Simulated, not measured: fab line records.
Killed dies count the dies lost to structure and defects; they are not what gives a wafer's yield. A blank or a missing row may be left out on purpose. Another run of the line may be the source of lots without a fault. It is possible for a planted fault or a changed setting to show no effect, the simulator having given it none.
fab line records    flow rit-cmos
record lots=6  wafers=18  last-day=7
route steps=202 shown SDANNEAL@153 PSD@157 NSD@158 PLDD@159 NLDD@160 SILICIDE@161 M1@202
lots that met no fault: taken from a fault-free run of the same line
start-h: hours from the record's opening day to when the first of the lot's shown wafers began    wait-h: time in hours since the lot's previous step    " unchanged from the row above    L1.1+2: a single row standing in for several wafers    - no value present, or no start provided    * or withheld: withheld    < > ~ a bound
route shown NAME@n: a module of which the file shows steps, and the number in the route of the first    usual: mean/standard deviation of fault-free wafers    same: alike in all rows    chamber/n: place in a boat    sites: each site's reading    _std_site: the values' standard deviation    _edge_site: outer sites' mean less inner sites'    radius-mm: how far each site lies from the wafer's centre    mask NAME#n: copy n    behind: the most recent tool/chamber to have shaped the wafer    hold: the reason the lot was held/the length of the hold in hours/how it ended    device: the n, p or np transistor that did not switch    end of line: the tests these same wafers got at the end of their route    a step given without rows: its recipe and nothing more    killed: at the first sort, the dies lost to defects and structure; wafer yield is something else    map: per-die view of a wafer (x killed, . not killed, _ where there is no die)
set.NAME: the setting as run; set.NAME@STEP: as run at that earlier step    model.NAME: the simulator's own value behind a step, which no gauge read
a table for each step, a row for each wafer; lots at some steps of the route
services: a tool's chamber out of use, with start hour (start-h, from the record's first day; less than 0 if before it), hours out, and reason
## steps
# step RIT_SDANNEAL_CLEAN_00
# recipe chemistry=SC1  mix=3:3:50  time-s=600  temp-c=75
# step RIT_SDANNEAL_CLEAN_01
# recipe chemistry=dHF  dilution=50:1  time-s=30
# step RIT_SDANNEAL_CLEAN_02
# recipe chemistry=SC2  mix=3:3:50  time-s=600  temp-c=75  dry=n2-spin
# step RIT_SDANNEAL_RTA_03
# recipe temp-c=1050  time-s=5  idle-temp-c=600  ramp-up-c-per-s=342  ramp-down-c-per-s=171  cool-to-c=600  ambient=N2
# usual anneal-temp-c-max=1054.8/1.5  chamber-o2-ppm=2.003/0.021  wafer_temp_C_max=1053.5/1.2
lot.wafer  tool           chamber  start-h  wait-h  anneal-temp-c-max  chamber-o2-ppm  wafer_temp_C_max
L833.1     rtp-anneal-01  0        53.27    0.0     1054.2             1.977           1053.7
L833.3     "              0        "        "       1053.9             2.009           1054.2
L833.5     "              0        "        "       1053.3             1.991           1055.1
L839.3     rtp-anneal-01  0        81.21    0.0     1053.6             1.991           1051.9
L839.5     "              0        "        "       1053.1             1.986           1054.8
L839.6     "              0        "        "       1053.4             1.987           1056.5
L840.1     rtp-anneal-02  0        90.63    0.0     1056.0             2.005           1054.8
L840.4     "              0        "        "       1055.0             1.974           1052.9
L840.5     "              0        "        "       1058.3             2.006           1052.3
L846.1     rtp-anneal-02  0        119.55   0.0     1056.7             1.976           1054.1
L846.2     "              0        "        "       1056.7             2.010           1055.9
L846.6     "              0        "        "       1056.8             1.967           1053.9
L852.1     rtp-anneal-02  0        147.02   0.0     1054.3             1.984           1052.2
L852.3     "              0        "        "       1055.1             2.024           1052.9
L852.6     "              0        "        "       1055.1             1.993           1052.6
L854.3     rtp-anneal-02  0        157.94   0.0     1055.6             1.992           1052.8
L854.4     "              0        "        "       1057.6             1.997           1051.6
L854.6     "              0        "        "       1054.2             2.009           1053.9
# step RIT_SDANNEAL_RS_MEAS_04
# recipe thk-meas-gauge=four-point-probe
# usual PSD_RS=115.7/0.36
lot.wafer  tool           chamber  start-h  wait-h  PSD_RS[ohm/sq]
L833.1     film-metro-03  -        53.33    0.0     115.6
L833.3     "              -        "        "       115.1
L833.5     "              -        "        "       115.6
L839.3     film-metro-03  -        81.29    0.1     115.8
L839.5     "              -        "        "       115.9
L839.6     "              -        "        "       116.5
L840.1     film-metro-02  -        90.69    0.0     115.6
L840.4     "              -        "        "       115.8
L840.5     "              -        "        "       115.7
L846.1     film-metro-02  -        119.61   0.0     115.6
L846.2     "              -        "        "       116.1
L846.6     "              -        "        "       115.9
L852.1     film-metro-02  -        147.08   0.0     115.5
L852.3     "              -        "        "       115.6
L852.6     "              -        "        "       115.2
L854.3     film-metro-03  -        158.01   0.1     115.2
L854.4     "              -        "        "       115.5
L854.6     "              -        "        "       115.0
# step RIT_SDANNEAL_RS_MEAS_05
# recipe thk-meas-gauge=four-point-probe
# usual NSD_RS=84.49/0.26
lot.wafer  tool           chamber  start-h  wait-h  NSD_RS[ohm/sq]
L833.1     film-metro-03  -        53.45    0.1     84.70
L833.3     "              -        "        "       84.97
L833.5     "              -        "        "       84.66
L839.3     film-metro-03  -        81.41    0.1     84.44
L839.5     "              -        "        "       84.01
L839.6     "              -        "        "       84.35
L840.1     film-metro-02  -        90.81    0.1     84.36
L840.4     "              -        "        "       84.75
L840.5     "              -        "        "       84.68
L846.1     film-metro-02  -        119.73   0.1     84.51
L846.2     "              -        "        "       84.21
L846.6     "              -        "        "       84.94
L852.1     film-metro-02  -        147.20   0.1     84.18
L852.3     "              -        "        "       84.35
L852.6     "              -        "        "       84.22
L854.3     film-metro-03  -        158.13   0.1     84.86
L854.4     "              -        "        "       84.62
L854.6     "              -        "        "       84.77
# step RIT_SDANNEAL_RS_MEAS_06
# recipe thk-meas-gauge=four-point-probe
# usual PLDD_RS=178.4/0.57
lot.wafer  tool           chamber  start-h  wait-h  PLDD_RS[ohm/sq]
L833.1     film-metro-03  -        53.57    0.1     176.9
L833.3     "              -        "        "       177.0
L833.5     "              -        "        "       177.6
L839.3     film-metro-03  -        81.53    0.1     178.3
L839.5     "              -        "        "       177.8
L839.6     "              -        "        "       178.7
L840.1     film-metro-02  -        90.93    0.1     178.3
L840.4     "              -        "        "       177.8
L840.5     "              -        "        "       178.5
L846.1     film-metro-02  -        119.85   0.1     178.9
L846.2     "              -        "        "       178.5
L846.6     "              -        "        "       178.6
L852.1     film-metro-02  -        147.32   0.1     177.7
L852.3     "              -        "        "       177.9
L852.6     "              -        "        "       178.0
L854.3     film-metro-03  -        158.25   0.1     178.8
L854.4     "              -        "        "       178.1
L854.6     "              -        "        "       178.2
# step RIT_SDANNEAL_RS_MEAS_07
# recipe thk-meas-gauge=four-point-probe
# usual NLDD_RS=151.6/0.58
lot.wafer  tool           chamber  start-h  wait-h  NLDD_RS[ohm/sq]
L833.1     film-metro-03  -        53.69    0.1     151.7
L833.3     "              -        "        "       151.8
L833.5     "              -        "        "       151.6
L839.3     film-metro-03  -        81.65    0.1     151.4
L839.5     "              -        "        "       151.4
L839.6     "              -        "        "       151.3
L840.1     film-metro-02  -        91.05    0.1     151.3
L840.4     "              -        "        "       150.9
L840.5     "              -        "        "       151.1
L846.1     film-metro-02  -        119.97   0.1     152.5
L846.2     "              -        "        "       152.7
L846.6     "              -        "        "       152.3
L852.1     film-metro-02  -        147.44   0.1     151.2
L852.3     "              -        "        "       150.7
L852.6     "              -        "        "       151.4
L854.3     film-metro-03  -        158.37   0.1     150.3
L854.4     "              -        "        "       150.5
L854.6     "              -        "        "       150.5
# step RIT_SILICIDE_WET_ETCH_00
# recipe chemistry=BOE  target=SiO2  target-depth-nm=14  time-s=15  dry=n2-spin  dilution=10:1  temp-c=21.5
# step RIT_SILICIDE_SPUTTER_01
# recipe material=Ti  target-thk-nm=30  power-w=350  chamber-pressure-pa=0.667  gas=Ar  time-s=240  substrate-temp-c=25
# usual throttle-valve-pct=30.0/1.1
lot.wafer  tool            chamber  start-h  wait-h  throttle-valve-pct
L833.1     pvd-sputter-02  -        53.82    0.0     30.9
L833.3     "               -        "        "       31.1
L833.5     "               -        "        "       31.1
L839.3     pvd-sputter-02  -        81.74    0.0     31.3
L839.5     "               -        "        "       31.0
L839.6     "               -        "        "       30.9
L840.1     pvd-sputter-04  -        91.18    0.0     27.2
L840.4     "               -        "        "       29.9
L840.5     "               -        "        "       30.1
L846.1     pvd-sputter-04  -        120.10   0.0     30.2
L846.2     "               -        "        "       30.1
L846.6     "               -        "        "       30.2
L852.1     pvd-sputter-04  -        147.57   0.0     27.9
L852.3     "               -        "        "       29.9
L852.6     "               -        "        "       27.6
L854.3     pvd-sputter-04  -        158.47   0.0     27.8
L854.4     "               -        "        "       30.2
L854.6     "               -        "        "       27.7
# step RIT_SILICIDE_RS_MEAS_02
# recipe thk-meas-gauge=four-point-probe  reads=Ti_of_SILICIDE_SPUTTER_01
# usual SILICIDE_TI_RS=47.8/0.61
lot.wafer  tool           chamber  start-h  wait-h  SILICIDE_TI_RS[ohm/sq]
L833.1     film-metro-01  -        53.97    0.1     47.2
L833.3     "              -        "        "       47.6
L833.5     "              -        "        "       47.9
L839.3     film-metro-02  -        81.93    0.1     48.3
L839.5     "              -        "        "       48.1
L839.6     "              -        "        "       48.0
L840.1     film-metro-01  -        91.33    0.1     46.7
L840.4     "              -        "        "       47.9
L840.5     "              -        "        "       47.1
L846.1     film-metro-01  -        120.25   0.1     48.2
L846.2     "              -        "        "       48.0
L846.6     "              -        "        "       47.8
L852.1     film-metro-02  -        147.74   0.1     47.3
L852.3     "              -        "        "       48.2
L852.6     "              -        "        "       46.9
L854.3     film-metro-02  -        158.66   0.1     47.3
L854.4     "              -        "        "       48.1
L854.6     "              -        "        "       47.2
# step RIT_SILICIDE_THK_MEAS_03
# recipe thk-meas-gauge=xrf  reads=Ti_of_SILICIDE_SPUTTER_01
# usual SILICIDE_TI_THK=29.79/0.3
lot.wafer  tool           chamber  start-h  wait-h  SILICIDE_TI_THK[nm]
L833.1     film-metro-01  -        54.09    0.1     30.04
L833.3     "              -        "        "       29.83
L833.5     "              -        "        "       29.67
L839.3     film-metro-02  -        82.03    0.1     29.52
L839.5     "              -        "        "       29.57
L839.6     "              -        "        "       29.82
L840.1     film-metro-01  -        91.45    0.1     30.16
L840.4     "              -        "        "       29.64
L840.5     "              -        "        "       30.17
L846.1     film-metro-01  -        120.37   0.1     29.50
L846.2     "              -        "        "       29.78
L846.6     "              -        "        "       29.88
L852.1     film-metro-02  -        147.86   0.1     30.01
L852.3     "              -        "        "       29.70
L852.6     "              -        "        "       30.16
L854.3     film-metro-02  -        158.76   0.1     30.03
L854.4     "              -        "        "       29.67
L854.6     "              -        "        "       30.04
# step RIT_SILICIDE_RTA_04
# recipe temp-c=650  time-s=10  idle-temp-c=25  ramp-up-s=5  ramp-down-s=5  cool-to-c=25  ambient=N2
# usual anneal-temp-c-max=652.8/0.93  chamber-o2-ppm=1.999/0.022  wafer_temp_C_max=652.0/0.42
lot.wafer  tool           chamber  start-h  wait-h  anneal-temp-c-max  chamber-o2-ppm  wafer_temp_C_max
L833.1     rtp-anneal-02  0        54.15    0.1     654.1              2.004           651.9
L833.3     "              0        "        "       653.8              1.984           652.0
L833.5     "              0        "        "       653.1              1.981           652.3
L839.3     rtp-anneal-02  0        82.09    0.1     652.9              1.965           652.4
L839.5     "              0        "        "       653.7              1.959           652.2
L839.6     "              0        "        "       653.7              1.999           652.4
L840.1     rtp-anneal-01  0        91.51    0.1     652.3              1.951           652.2
L840.4     "              0        "        "       651.5              1.998           651.7
L840.5     "              0        "        "       651.8              2.033           652.0
L846.1     rtp-anneal-01  0        120.43   0.1     652.1              2.008           652.5
L846.2     "              0        "        "       652.1              2.014           651.5
L846.6     "              0        "        "       652.4              2.055           652.2
L852.1     rtp-anneal-01  0        147.92   0.1     652.1              1502.0          651.7
L852.3     "              0        "        "       651.7              1502.0          651.5
L852.6     "              0        "        "       652.6              1502.0          651.9
L854.3     rtp-anneal-01  0        158.84   0.1     652.3              1502.0          652.0
L854.4     "              0        "        "       654.1              1502.0          652.4
L854.6     "              0        "        "       653.7              1502.0          652.0
# step RIT_SILICIDE_WET_ETCH_05
# recipe chemistry=SPM  target=Ti  temp-c=90  time-s=120  dry=n2-spin
# step RIT_M1_PROBE_99
# usual killed_at_M0_to_M3=0.0/0.083  killed-at-contacts=0.1/0.3  killed-at-front-end=6.9/2.9  killed-dies=7.0/2.9  killed-on-rim=1.8/1.4  killed-open=3.3/2  killed-short=3.7/2
# same gross-dies=264  killed_at_M4_up=0  killed-at-back-side=0  killed-at-other=0
lot.wafer  tool       chamber  start-h  wait-h  killed_at_M0_to_M3  killed-at-contacts  killed-at-front-end  killed-dies  killed-on-rim  killed-open  killed-short  model.etest.npoly-line.line-ohm-um  model.etest.ppoly-line.line-ohm-um  model.etest.npoly-line.rs-ohm-sq  model.etest.ppoly-line.rs-ohm-sq  model.etest.npoly-sal.rs-ohm-sq  model.etest.pplus-sal.rs-ohm-sq  model.etest.ppoly-sal.rs-ohm-sq  model.etest.nplus-sal.rs-ohm-sq
L833.1     prober-01  -        60.90    0.1     0                   0                   7                    7            2              4            3             167.3                               160.9                               16.92                             16.41                             4.348                            4.244                            4.308                            4.24
L833.3     prober-01  -        61.00    0.2     0                   0                   2                    2            0              0            2             173                                 165.8                               17.12                             16.52                             4.29                             4.317                            4.269                            4.275
L833.5     prober-01  -        61.10    0.2     0                   0                   7                    7            1              6            1             168.7                               162.4                               16.98                             16.47                             4.316                            4.286                            4.277                            4.325
L839.3     prober-01  -        88.58    0.2     0                   0                   2                    2            2              0            2             168.6                               162.5                               17.09                             16.6                              4.362                            4.372                            4.371                            4.282
L839.5     prober-01  -        88.68    0.2     0                   0                   6                    6            1              1            5             171.8                               162.4                               17.2                              16.74                             4.378                            4.365                            4.351                            4.353
L839.6     prober-01  -        88.73    0.2     0                   0                   5                    5            2              2            3             166.5                               162.6                               17.13                             16.56                             4.37                             4.324                            4.334                            4.338
L840.1     prober-02  -        98.65    0.1     0                   0                   14                   14           4              7            7             169.2                               159.7                               16.79                             16.37                             4.321                            4.281                            4.258                            4.252
L840.4     prober-02  -        98.80    0.2     0                   0                   6                    6            0              2            4             170.5                               162.6                               16.99                             16.52                             4.356                            4.311                            4.316                            4.293
L840.5     prober-02  -        98.85    0.2     1                   0                   12                   13           3              6            7             169.2                               162.3                               16.97                             16.24                             4.327                            4.302                            4.295                            4.298
L846.1     prober-01  -        127.16   0.1     0                   0                   6                    6            0              3            3             163.7                               158.9                               17.04                             16.48                             4.402                            4.348                            4.329                            4.361
L846.2     prober-01  -        127.21   0.1     0                   0                   11                   11           2              2            9             167.8                               165                                 16.87                             16.36                             4.359                            4.298                            4.326                            4.313
L846.6     prober-01  -        127.41   0.2     0                   0                   10                   10           1              5            5             163.7                               158.6                               17.05                             16.42                             4.366                            4.284                            4.309                            4.297
L852.1     prober-01  -        154.54   0.1     0                   1                   6                    7            1              3            4             1428                                1020                                169                               125.4                             22.04                            21.1                             21.05                            20.82
L852.3     prober-01  -        154.64   0.2     0                   0                   7                    7            0              3            4             1495                                1116                                173.8                             132.4                             22.25                            21.29                            21.44                            20.92
L852.6     prober-01  -        154.79   0.2     0                   1                   4                    5            0              2            3             1518                                1114                                174.1                             132.4                             21.94                            20.96                            20.87                            20.52
L854.3     prober-02  -        166.04   0.2     0                   0                   5                    5            1              3            2             1493                                1116                                172.5                             131.6                             21.72                            20.83                            20.69                            20.54
L854.4     prober-02  -        166.09   0.2     0                   2                   9                    11           5              3            8             1539                                1095                                172.2                             127.8                             21.82                            21.05                            20.91                            20.72
L854.6     prober-02  -        166.19   0.2     0                   0                   7                    7            1              1            6             1523                                1125                                176.2                             132.3                             21.3                             20.58                            20.77                            20.41
# killed by level:class
L833.1 FOX2:geometric-particle:open=2 GATE:geometric-particle:short=2 GATE:geometric-particle:open=1 REOX:geometric-particle:short=1 SILICIDE:geometric-particle:open=1
L833.3 FOX2:geometric-particle:short=1 SILICIDE:geometric-particle:short=1
L833.5 FOX1:geometric-particle:open=2 GATE:geometric-particle:short=1 GATE:geometric-particle:open=1 REOX:geometric-particle:open=1 SPACER:geometric-particle:open=1 SILICIDE:geometric-particle:open=1
L839.3 FOX2:geometric-particle:short=1 SPACER:geometric-particle:short=1
L839.5 REOX:geometric-particle:short=2 SILICIDE:geometric-particle:short=2 FOX1:geometric-particle:short=1 FOX1:geometric-particle:open=1
L839.6 FOX1:geometric-particle:short=2 FOX2:geometric-particle:open=1 REOX:geometric-particle:open=1 SILICIDE:geometric-particle:short=1
L840.1 REOX:geometric-particle:short=3 GATE:geometric-particle:open=2 REOX:geometric-particle:open=2 FOX1:geometric-particle:short=1 FOX1:geometric-particle:open=1 FOX2:geometric-particle:open=1 GATE:geometric-particle:short=1 SPACER:geometric-particle:short=1
L840.4 GATE:geometric-particle:short=2 FOX2:geometric-particle:short=1 REOX:geometric-particle:short=1 REOX:geometric-particle:open=1 SILICIDE:geometric-particle:open=1
L840.5 GATE:geometric-particle:open=3 GATE:geometric-particle:short=3 REOX:geometric-particle:short=3 REOX:geometric-particle:open=3 M1:geometric-particle:short=1
L846.1 GATE:geometric-particle:short=2 GATE:geometric-particle:open=1 REOX:geometric-particle:short=1 REOX:geometric-particle:open=1 SPACER:geometric-particle:open=1
L846.2 REOX:geometric-particle:short=5 GATE:geometric-particle:short=4 GATE:geometric-particle:open=1 SILICIDE:geometric-particle:open=1
L846.6 GATE:geometric-particle:open=3 FOX1:geometric-particle:short=1 FOX1:geometric-particle:open=1 GATE:geometric-particle:short=1 REOX:geometric-particle:short=1 SPACER:geometric-particle:short=1 SILICIDE:geometric-particle:open=1 SILICIDE:geometric-particle:short=1
L852.1 GATE:geometric-particle:short=2 SPACER:geometric-particle:open=2 FOX1:geometric-particle:short=1 GATE:geometric-particle:open=1 CONTACT:geometric-particle:short=1
L852.3 GATE:geometric-particle:short=3 FOX1:geometric-particle:short=1 GATE:geometric-particle:open=1 SPACER:geometric-particle:open=1 SILICIDE:geometric-particle:open=1
L852.6 GATE:geometric-particle:open=2 GATE:geometric-particle:short=2 CONTACT:geometric-particle:short=1
L854.3 GATE:geometric-particle:open=3 GATE:geometric-particle:short=1 SPACER:geometric-particle:short=1
L854.4 SPACER:geometric-particle:short=3 GATE:geometric-particle:short=2 GATE:geometric-particle:open=2 CONTACT:geometric-particle:short=2 REOX:geometric-particle:short=1 SPACER:geometric-particle:open=1
L854.6 GATE:geometric-particle:short=4 SPACER:geometric-particle:short=2 SPACER:geometric-particle:open=1
## services
tool           chamber  start-h  hours  kind
rtp-anneal-02  -        144.59   0.8    pm
## key
first-sign step=RIT_SILICIDE_RTA_04  reading=chamber-o2-ppm  direction=up  sigmas=99+  usual=1.999  struck=1502.0
effect none on later readings
model-effect step=RIT_M1_PROBE_99  value=etest.npoly-line.line-ohm-um  without=161.7  struck=1500
met-at RIT_SILICIDE_RTA_04
struck-wafers L852.1,L852.3,L852.6,L854.3,L854.4,L854.6
tester-left-out L852,L854
onset-between 120.43 147.92
fault kind=process-parameter-drift  tool=rtp-anneal-01  chamber=-  onset-h=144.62  steps=RIT_SILICIDE_RTA_04  channel=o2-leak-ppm  offset=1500  shape=step  end-h=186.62
# tester-left-out: of these lots the tester's yield and bins aren't shown, on N5 and GAA mostly nor the transistor test; their killed dies are dies lost to structure and defects alone, not to doping, threshold or leakage, so they don't give the yield
